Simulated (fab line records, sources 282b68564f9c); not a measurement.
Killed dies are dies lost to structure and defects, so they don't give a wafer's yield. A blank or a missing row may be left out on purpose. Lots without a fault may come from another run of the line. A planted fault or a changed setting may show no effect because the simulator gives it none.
fab line records | flow rit_cmos
record lots=15 wafers=45 last_day=7
route steps=202 shown FOX2@24 PWELL@48 NRETRO@62 PRETRO@74 PLDD@123
lots that met no fault: from a run of the same line without faults
start_h: hours from the record's first day to the start of the lot's first wafer shown | wait_h: hours since the lot's step before | " the same as in the row above | L1.1+2: a row that stands for several wafers | - no value, or no start given | * or withheld: withheld | < > ~ a bound
route shown NAME@n: a module of which the file shows steps, and the number in the route of the first | usual: mean/standard deviation of fault-free wafers | same: alike in all rows | chamber/n: place in a boat | sites: the reading at each site | _std_site: their standard deviation | _edge_site: outer sites' mean less inner sites' | radius_mm: how far each site lies from the wafer's centre | mask NAME#n: copy n | behind: the tool/chamber that last shaped the wafer | hold: why the lot was held/for how many hours/how that ended | device: the transistor (n, p or np) that didn't switch | end of line: the same wafers' tests at the end of the route | a step without rows: its recipe alone | killed: dies lost to structure and defects at the first sort, not the wafer's yield | map: a wafer's dies, x killed, . not, _ none there
set.NAME: the setting as run; set.NAME@STEP: as run at that earlier step | model.NAME: the simulator's own value behind a step, which no gauge read
steps of the route over a sample of lots; a table a step, a row a wafer
services: from which hour (start_h, from the record's first day; less than 0 if before it) a tool's chamber was out of use, for how many hours, and why
## steps
# step RIT_FOX2_THK_MEAS_01
# recipe reads=SiO2_of_FOX2_OXIDATION_00
# usual FOX2_OXIDE_THK=350/5.9
# columns lot.wafer tool chamber start_h wait_h FOX2_OXIDE_THK[nm]
L528.2 film_metro-03 - 19.46 0.0 354
L528.3 " - " " 354
L528.6 " - " " 352
L530.2 film_metro-04 - 28.38 0.0 355
L530.3 " - " " 352
L530.6 " - " " 353
L531.1 film_metro-04 - 34.09 0.0 358
L531.3 " - " " 357
L531.6 " - " " 350
L532.3 film_metro-04 - 38.33 0.0 353
L532.4 " - " " 356
L532.5 " - " " 352
L533.1 film_metro-03 - 43.52 0.0 350
L533.2 " - " " 352
L533.5 " - " " 352
L536.1 film_metro-03 - 59.94 0.0 357
L536.5 " - " " 349
L536.6 " - " " 353
L538.3 film_metro-03 - 68.63 0.0 351
L538.4 " - " " 346
L538.6 " - " " 345
L539.1 film_metro-02 - 74.87 0.0 341
L539.4 " - " " 342
L539.6 " - " " 342
L540.1 film_metro-04 - 78.44 0.0 347
L540.2 " - " " 349
L540.4 " - " " 351
L541.1 film_metro-04 - 84.07 0.0 348
L541.2 " - " " 355
L541.5 " - " " 356
L542.2 film_metro-02 - 88.32 0.0 347
L542.3 " - " " 351
L542.5 " - " " 346
L543.2 film_metro-04 - 93.44 0.0 342
L543.3 " - " " 346
L543.5 " - " " 349
L544.3 film_metro-02 - 98.49 0.0 353
L544.5 " - " " 348
L544.6 " - " " 349
L550.2 film_metro-03 - 130.36 0.0 346
L550.4 " - " " 350
L550.5 " - " " 354
L551.1 film_metro-04 - 136.60 0.0 348
L551.2 " - " " 350
L551.6 " - " " 349
# step RIT_PWELL_STRIP_09
# recipe chemistry=O2 time_s=180 resist=NOVOLAK platen_temp_c=withheld power_w=500 pressure_mtorr=4000 o2_flow_sccm=4000
# usual chamber_pressure_mTorr=4000/3.5 drypump_motor_current_A=5.6/0.44
# columns lot.wafer tool chamber start_h wait_h chamber_pressure_mTorr drypump_motor_current_A rf_hours_counter_h
L528.2 plasma_asher-01 1 23.26 0.1 4001 6.2 37
L528.3 " 0 " " 3999 5.3 -
L528.6 " 0 " " 3999 5.3 -
L530.2 plasma_asher-01 1 32.56 0.1 3999 6.2 38
L530.3 " 0 " " 4001 5.3 -
L530.6 " 0 " " 3997 5.3 -
L531.1 plasma_asher-03 1 37.93 0.1 4001 5.8 39
L531.3 " 1 " " 3999 5.8 -
L531.6 " 0 " " 3999 5.0 -
L532.3 plasma_asher-03 0 42.44 0.1 4002 5.0 -
L532.4 " 1 " " 3996 5.8 -
L532.5 " 1 " " 4000 5.8 -
L533.1 plasma_asher-01 1 47.45 0.1 3998 6.1 40
L533.2 " 0 " " 3998 5.3 40
L533.5 " 1 " " 3999 6.2 -
L536.1 plasma_asher-01 1 63.83 0.1 4002 6.2 42
L536.5 " 1 " " 4000 6.2 -
L536.6 " 0 " " 3998 5.3 -
L538.3 plasma_asher-03 0 72.47 0.1 3998 5.0 -
L538.4 " 1 " " 4003 5.8 -
L538.6 " 1 " " 3996 5.8 -
L539.1 plasma_asher-01 0 78.68 0.1 4001 5.3 43
L539.4 " 1 " " 3998 6.2 -
L539.6 " 1 " " 4004 6.2 -
L540.1 plasma_asher-03 0 82.36 0.1 4000 5.0 44
L540.2 " 1 " " 4000 5.8 44
L540.4 " 0 " " 4000 5.0 -
L541.1 plasma_asher-01 1 87.87 0.1 3995 6.2 44
L541.2 " 0 " " 3998 5.3 44
L541.5 " 0 " " 3997 5.3 -
L542.2 plasma_asher-01 0 92.28 0.1 3993 5.3 44
L542.3 " 1 " " 3999 6.2 -
L542.5 " 1 " " 3997 6.2 -
L543.2 plasma_asher-01 1 97.67 0.1 4002 6.2 45
L543.3 " 1 " " 3997 6.2 -
L543.5 " 0 " " 4000 5.3 -
L544.3 plasma_asher-03 0 102.70 0.1 3997 5.0 -
L544.5 " 1 " " 3999 5.8 -
L544.6 " 0 " " 4002 5.0 -
L550.2 plasma_asher-03 1 134.35 0.1 3994 5.8 50
L550.4 " 0 " " 3997 4.9 -
L550.5 " 1 " " 3999 5.8 -
L551.1 plasma_asher-03 1 140.54 0.1 4001 5.8 51
L551.2 " 0 " " 4003 5.0 51
L551.6 " 1 " " 3991 5.8 -
# step RIT_NRETRO_STRIP_09
# recipe chemistry=O2 time_s=180 resist=NOVOLAK platen_temp_c=withheld power_w=500 pressure_mtorr=4000 o2_flow_sccm=4000
# usual chamber_pressure_mTorr=4000/3.6 drypump_motor_current_A=5.7/0.39
# columns lot.wafer tool chamber start_h wait_h chamber_pressure_mTorr drypump_motor_current_A rf_hours_counter_h
L528.2 plasma_asher-01 1 30.66 0.1 4005 6.2 38
L528.3 " 0 " " 3999 5.3 -
L528.6 " 0 " " 4000 5.3 -
L530.2 plasma_asher-03 0 39.69 0.1 4003 5.0 40
L530.3 " 0 " " 3999 5.0 -
L530.6 " 0 " " 3999 5.1 -
L531.1 plasma_asher-01 1 44.95 0.1 3995 6.2 40
L531.3 " 0 " " 4001 5.3 -
L531.6 " 0 " " 3999 5.3 -
L532.3 plasma_asher-02 1 50.22 0.1 4002 5.8 -
L532.4 " 0 " " 4001 6.0 -
L532.5 " 1 " " 4002 5.8 -
L533.1 plasma_asher-01 1 55.23 0.1 3991 6.2 41
L533.2 " 0 " " 4000 5.3 41
L533.5 " 0 " " 4003 5.4 -
L536.1 plasma_asher-02 1 71.08 0.1 3997 5.8 42
L536.5 " 1 " " 3998 5.8 -
L536.6 " 0 " " 4007 6.0 -
L538.3 plasma_asher-02 1 79.35 0.1 3998 5.7 -
L538.4 " 0 " " 4001 6.0 -
L538.6 " 0 " " 4005 6.0 -
L539.1 plasma_asher-01 1 85.68 0.1 3998 6.2 44
L539.4 " 0 " " 4005 5.3 -
L539.6 " 1 " " 4001 6.2 -
L540.1 plasma_asher-01 1 89.36 0.1 4008 6.2 44
L540.2 " 0 " " 4005 5.3 44
L540.4 " 0 " " 3994 5.3 -
L541.1 plasma_asher-01 1 95.79 0.1 - - -
L541.2 " 0 " " - - -
L541.5 " 0 " " - - -
L542.2 plasma_asher-01 0 99.35 0.1 - - -
L542.3 " 1 " " - - -
L542.5 " 1 " " - - -
L543.2 plasma_asher-03 1 104.67 0.1 - - -
L543.3 " 1 " " - - -
L543.5 " 0 " " - - -
L544.3 plasma_asher-03 0 109.68 0.1 4006 5.0 -
L544.5 " 1 " " 4001 5.8 -
L544.6 " 0 " " 4000 5.0 -
L550.2 plasma_asher-02 1 141.23 0.1 4002 5.7 50
L550.4 " 0 " " 3999 6.0 -
L550.5 " 0 " " 3998 6.0 -
L551.1 plasma_asher-03 1 147.42 0.1 3996 5.8 51
L551.2 " 0 " " 3999 5.0 51
L551.6 " 1 " " 3996 5.8 -
# step RIT_PRETRO_TW_MEAS_10
# usual PRETRO_TW=475/4.4
# columns lot.wafer tool chamber start_h wait_h PRETRO_TW
L528.2 film_metro-03 - 32.52 0.1 474
L528.3 " - " " 473
L528.6 " - " " 473
L530.2 film_metro-04 - 41.55 0.1 472
L530.3 " - " " 473
L530.6 " - " " 473
L531.1 film_metro-04 - 46.83 0.1 470
L531.3 " - " " 471
L531.6 " - " " 474
L532.3 film_metro-03 - 52.09 0.1 475
L532.4 " - " " 478
L532.5 " - " " 474
L533.1 film_metro-03 - 56.95 0.1 481
L533.2 " - " " 479
L533.5 " - " " 478
L536.1 film_metro-04 - 72.93 0.1 471
L536.5 " - " " 471
L536.6 " - " " 472
L538.3 film_metro-01 - 81.03 0.1 483
L538.4 " - " " 482
L538.6 " - " " 483
L539.1 film_metro-01 - 87.53 0.1 482
L539.4 " - " " 481
L539.6 " - " " 480
L540.1 film_metro-01 - 91.09 0.1 481
L540.2 " - " " 483
L540.4 " - " " 485
L541.1 film_metro-04 - 97.52 0.1 30
L541.2 " - " " 30
L541.5 " - " " 30
L542.2 film_metro-04 - 101.25 0.1 30
L542.3 " - " " 30
L542.5 " - " " 30
L543.2 film_metro-04 - 106.53 0.1 30
L543.3 " - " " 30
L543.5 " - " " 30
L544.3 film_metro-04 - 111.38 0.1 469
L544.5 " - " " 468
L544.6 " - " " 470
L550.2 film_metro-03 - 143.09 0.1 474
L550.4 " - " " 477
L550.5 " - " " 477
L551.1 film_metro-01 - 149.36 0.1 482
L551.2 " - " " 481
L551.6 " - " " 485
# step RIT_PLDD_STRIP_09
# recipe chemistry=O2 time_s=180 resist=NOVOLAK platen_temp_c=withheld power_w=500 pressure_mtorr=4000 o2_flow_sccm=4120
# usual chamber_pressure_mTorr=4000/3.4 drypump_motor_current_A=5.7/0.37
# columns lot.wafer tool chamber start_h wait_h chamber_pressure_mTorr drypump_motor_current_A rf_hours_counter_h
L528.2 plasma_asher-02 1 43.54 0.1 4000 5.8 39
L528.3 " 0 " " 4004 6.0 -
L528.6 " 0 " " 3996 6.0 -
L530.2 plasma_asher-02 0 52.75 0.1 4005 6.0 40
L530.3 " 1 " " 3996 5.7 -
L530.6 " 1 " " 4003 5.8 -
L531.1 plasma_asher-02 1 59.11 0.1 4002 5.7 41
L531.3 " 0 " " 3998 6.0 -
L531.6 " 1 " " 4004 5.8 -
L532.3 plasma_asher-01 0 66.78 0.1 3994 5.3 -
L532.4 " 1 " " 4007 6.2 -
L532.5 " 1 " " 4004 6.2 -
L533.1 plasma_asher-03 1 68.15 0.1 3997 5.8 43
L533.2 " 0 " " 4005 5.0 43
L533.5 " 1 " " 3997 5.8 -
L536.1 plasma_asher-01 1 83.80 0.1 3999 6.2 43
L536.5 " 1 " " 4001 6.2 -
L536.6 " 0 " " 4001 5.4 -
L538.3 plasma_asher-02 1 92.87 0.1 4003 5.8 -
L538.4 " 0 " " 3999 6.0 -
L538.6 " 1 " " 4000 5.8 -
L539.1 plasma_asher-03 0 99.42 0.1 3998 5.0 46
L539.4 " 1 " " 3995 5.8 -
L539.6 " 0 " " 3997 5.0 -
L540.1 plasma_asher-02 0 102.14 0.1 4002 5.9 46
L540.2 " 1 " " 3999 5.8 46
L540.4 " 0 " " 4002 6.0 -
L544.3 plasma_asher-02 0 123.28 0.1 3996 6.0 -
L544.5 " 0 " " 3996 6.0 -
L544.6 " 1 " " 4006 5.7 -
L550.2 plasma_asher-02 1 156.40 0.1 4004 5.8 52
L550.4 " 0 " " 3996 6.0 -
L550.5 " 0 " " 4001 6.0 -
L551.1 plasma_asher-03 0 161.26 0.1 4000 5.0 53
L551.2 " 1 " " 3999 5.8 53
L551.6 " 0 " " 4001 5.0 -
## services
# columns tool chamber start_h hours kind
plasma_asher-02 - 30.99 2.8 pm
plasma_asher-01 - 108.75 9.0 pm
plasma_asher-01 0 108.75 9.0 vent_cycle
plasma_asher-01 1 108.75 9.0 vent_cycle
plasma_asher-01 0 117.75 - clean
plasma_asher-01 1 117.75 - clean
## key
first_sign step=RIT_NRETRO_STRIP_09 reading=tool_record direction=missing
effect step=RIT_PRETRO_TW_MEAS_10 reading=PRETRO_TW direction=down sigmas=99+ usual=475 struck=30
met_at RIT_NRETRO_STRIP_09
struck_lots L541,L542,L543
later_rows_left_out L541.1,L541.2,L541.5,L542.2,L542.3,L542.5,L543.2,L543.3,L543.5
sort_left_out L541.1,L541.2,L541.5,L542.2,L542.3,L542.5,L543.2,L543.3,L543.5
tester_left_out L541,L542,L543
not_acting_at RIT_FOX2_THK_MEAS_01,RIT_PWELL_STRIP_09,RIT_PLDD_STRIP_09
onset_between 89.36 95.79
fault kind=skipped_step_whole tool=plasma_asher-01,plasma_asher-03 chamber=- onset_h=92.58 steps=RIT_NRETRO_STRIP_09 scope=struck_lots_only
# tester_left_out: of these lots the tester's yield and bins aren't shown, on N5 and GAA mostly nor the transistor test; their killed dies are dies lost to structure and defects alone, not to doping, threshold or leakage, so they don't give the yield
# sort_left_out: the simulated sort isn't trusted on such a fault, so these wafers' sort isn't shown, and their yield isn't known
# later_rows_left_out: the simulator's readings of these wafers behind a module that went badly wrong aren't trusted and aren't shown, but for the sort
